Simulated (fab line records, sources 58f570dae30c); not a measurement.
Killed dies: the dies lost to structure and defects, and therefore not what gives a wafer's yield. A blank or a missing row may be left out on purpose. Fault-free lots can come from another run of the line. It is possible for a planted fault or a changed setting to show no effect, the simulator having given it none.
One fault through the eyes of 2 desks	flow berkeley_cmos170	numbers are kept per desk, each desk with only its own; the story behind them comes last

== THE TOOL OWNER'S DESK: pecvd-02 ==
The tool's own readings at UCB170_SPACER_CVD_00 (deposits SiO2 from TEOS/O2, target thk 376 nm, time 47 s): means of the sampled wafers that have a number, for each lot that ran on this tool. A lot is out of limits, marked OUT, if its mean lies more than 4 standard deviations from the usual mean; the brackets give that distance.
Columns: A = heater_power_w at UCB170_SPACER_CVD_00, usual 296 W; B = rf_fwd_power_W at UCB170_SPACER_CVD_00, usual 545.9 W
lot	first seen here	A	B
L364	day 8 00:35	274	546.1
L376	day 10 03:24	291	525.5 (-8.2) OUT
L378	day 10 14:29	304	525.0 (-8.3) OUT
This desk finds L376, L378 out of limits, L376 being first, at day 10 03:24 (rf_fwd_power_W at UCB170_SPACER_CVD_00). In limits: L364.

== FROM THE METROLOGY DESK ==
What the gauges read, lot by lot, whatever tool the lot ran on: means of the sampled wafers that have a number. A lot is out of limits, marked OUT, if its mean lies more than 4 standard deviations from the usual mean; the brackets give that distance.
Columns: A = cd_nm at UCB170_NLDD_CD_MEAS_06, usual 1199.7 nm; B = NLDD_OVL at UCB170_NLDD_OVL_MEAS_07, usual 0 nm; C = NLDD_TW at UCB170_NLDD_TW_MEAS_11, usual 2209; D = SPACER_TEOS_THK at UCB170_SPACER_THK_MEAS_01, usual 376 nm
lot	first seen here	A	B	C	D
L367	day 7 23:36	1198.4	7	2244	375
L364	day 7 23:48	1199.9	7	2237	378
L376	day 10 02:38	1199.1	4	2186	377
L378	day 10 13:42	1197.9	-9	2190	371
L383	day 11 13:45	1198.7	-2	2210	369
L386	day 11 21:49	1198.9	-4	2183	377
This desk found nothing out of limits on any of the 6 lots.

== PUT TOGETHER ==
The tool owner's desk could have raised an alarm at day 10 03:24, on L376, L378.
At the metrology desk, nothing out of limits was observed.
The metrology desk has L376, L378 on record, within its limits.
Of the lots named, all ran UCB170_SPACER_CVD_00 on pecvd-02.

== WHAT HAD BEEN PUT IN BY THE SIMULATOR ==
pecvd-02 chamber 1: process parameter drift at UCB170_SPACER_CVD_00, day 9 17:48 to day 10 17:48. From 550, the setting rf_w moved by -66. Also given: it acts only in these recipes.
Struck lots among those shown: L376, L378.
How many hours passed from the start of the fault until each desk's first out-of-limits reading: the tool owner's desk, 10.
